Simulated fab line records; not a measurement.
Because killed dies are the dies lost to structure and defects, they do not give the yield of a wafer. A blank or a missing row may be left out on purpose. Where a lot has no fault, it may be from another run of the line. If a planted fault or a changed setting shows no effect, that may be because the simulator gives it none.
Which tool is to blame?	flow rit-cmos	14 lots with 41 wafers sampled at 3 steps, on a route of 202 steps

WHAT THE GAUGES SHOWED, per wafer
RIT_SDANNEAL_RS_MEAS_04: a four-point-probe measurement. Usual: PSD_RS 115.89 ohm/sq, standard deviation 0.28.
lot	measured	on	PSD_RS (ohm/sq)	flag
L282	day 3 13:52	film-metro-01	115.70 116.38 115.78	
L283	day 3 18:35	film-metro-01	116.20 115.93 115.63	
L284	day 3 20:14	film-metro-02	115.57 115.37 115.28	
L286	day 4 15:17	film-metro-02	115.99 116.24 115.64	
L287	day 4 15:25	film-metro-01	116.11 115.99 116.16	
L289	day 5 04:40	film-metro-02	115.82 116.02 115.99	
L290	day 5 13:22	film-metro-03	116.02 116.00 115.83	
L293	day 5 18:11	film-metro-03	116.18 115.79 115.99	
L295	day 6 04:21	film-metro-01	115.42 115.74 115.64	
L296	day 6 09:08	film-metro-02	115.72 115.37 115.75	
L297	day 6 14:51	film-metro-02	122.15 121.91	OFF
L298	day 6 21:10	film-metro-01	115.95 115.66 115.92	
L299	day 7 01:58	film-metro-02	121.19 121.14 121.00	OFF
L302	day 7 22:44	film-metro-02	116.03 115.59 116.14	

RIT_SDANNEAL_RS_MEAS_06: a four-point-probe measurement. Usual: PLDD_RS 178.6 ohm/sq, standard deviation 0.46.
lot	measured	on	PLDD_RS (ohm/sq)	flag
L282	day 3 14:07	film-metro-01	178.4 178.5 178.4	
L283	day 3 18:49	film-metro-01	179.2 179.2 178.7	
L284	day 3 20:29	film-metro-02	178.1 178.4 177.8	
L286	day 4 15:31	film-metro-02	179.3 178.8 178.8	
L287	day 4 15:39	film-metro-01	178.8 178.0 178.7	
L289	day 5 04:55	film-metro-02	178.6 179.1 178.9	
L290	day 5 13:37	film-metro-03	178.8 180.0 178.9	
L293	day 5 18:25	film-metro-03	179.2 178.2 179.2	
L295	day 6 04:35	film-metro-01	177.9 177.6 177.5	
L296	day 6 09:23	film-metro-02	178.6 178.5 178.8	
L297	day 6 15:05	film-metro-02	183.8 184.1	OFF
L298	day 6 21:24	film-metro-01	178.9 178.6 178.9	
L299	day 7 02:13	film-metro-02	183.9 183.9 184.0	OFF
L302	day 7 22:58	film-metro-02	178.9 178.7 179.0	

WHAT TOOL EACH LOT RAN ON (gives the tool, then ch and the chambers of the sampled wafers, and finally the start)
lot	RIT_SDANNEAL_RTA_03
L282	rtp-anneal-01 ch 0, day 3 13:48
L283	rtp-anneal-02 ch 0, day 3 18:31
L284	rtp-anneal-01 ch 0, day 3 20:07
L286	rtp-anneal-01 ch 0, day 4 15:13
L287	rtp-anneal-02 ch 0, day 4 15:20
L289	rtp-anneal-02 ch 0, day 5 04:35
L290	rtp-anneal-02 ch 0, day 5 13:17
L293	rtp-anneal-02 ch 0, day 5 18:07
L295	rtp-anneal-02 ch 0, day 6 04:17
L296	rtp-anneal-01 ch 0, day 6 09:05
L297	rtp-anneal-02 ch 0, day 6 14:47
L298	rtp-anneal-01 ch 0, day 6 21:05
L299	rtp-anneal-02 ch 0, day 7 01:55
L302	rtp-anneal-01 ch 0, day 7 22:40
- RIT_SDANNEAL_RTA_03: time 5 s.

AS READ BY THE TOOLS THEMSELVES (means over the sampled wafers that have a number; for cases with no such wafer, the mark the record gives instead)
RIT_SDANNEAL_RTA_03. Usual: ramp-up-c-per-s 342.01, standard deviation 0.062; wafer_temp_C_max 1053.5, standard deviation 1.3.
lot	tool	ramp-up-c-per-s	wafer_temp_C_max	flag
L282	rtp-anneal-01	341.99	1053.6	
L283	rtp-anneal-02	342.00	1053.3	
L284	rtp-anneal-01	341.95	1053.8	
L286	rtp-anneal-01	341.99	1053.4	
L287	rtp-anneal-02	341.96	1054.0	
L289	rtp-anneal-02	341.95	1053.5	
L290	rtp-anneal-02	342.00	1053.6	
L293	rtp-anneal-02	342.02	1054.8	
L295	rtp-anneal-02	342.05	1053.1	
L296	rtp-anneal-01	342.00	1053.3	
L297	rtp-anneal-02	342.04	1044.7	OFF
L298	rtp-anneal-01	342.06	1053.9	
L299	rtp-anneal-02	342.00	1044.7	OFF
L302	rtp-anneal-01	341.98	1053.7	

THE ANSWER, worked out from the rows above alone
Rule: take the mean of a lot's wafers that have a number; if it is more than 3 standard deviations from the usual mean, the lot is off. A lot without any number at a reading at which 4 lots or more have one is off too. Where the step has rows for the other lots, those lots are counted as sound. First the gauges in route order, then the tools' own readings, where a lot's mean is used as printed above. At the first step where some lot is off, the reading lying furthest off is the one used; lots without a number count as furthest.
Off: at RIT_SDANNEAL_RS_MEAS_04 (PSD_RS), L297, L299.
A tool fits if, at a process step before that reading, it ran every lot that is off, and no sound lot after the first of them. Not tried: the gauges at RIT_SDANNEAL_RS_MEAS_04; whatever is off there is also off at RIT_SDANNEAL_RTA_03, on other tools, and gauge error can't account for it. One candidate fits, namely rtp-anneal-02 at RIT_SDANNEAL_RTA_03. Its last sound lot is L295 (day 6 04:17), its first lot that is off L297 (day 6 14:47): a fault that began between those two fits.
The tool's own readings at RIT_SDANNEAL_RTA_03 bear it out: on the lots that are off they differ by more than 5 times the standard deviation of the sound lots' means. wafer_temp_C_max reads 1044.7 there against 1053.7 on the sound lots.

WHAT THE SIMULATOR HAD PUT IN
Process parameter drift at RIT_SDANNEAL_RTA_03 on rtp-anneal-02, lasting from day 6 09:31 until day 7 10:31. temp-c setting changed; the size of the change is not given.
Struck lots among those shown: L297, L299. Same finding as the rule above.
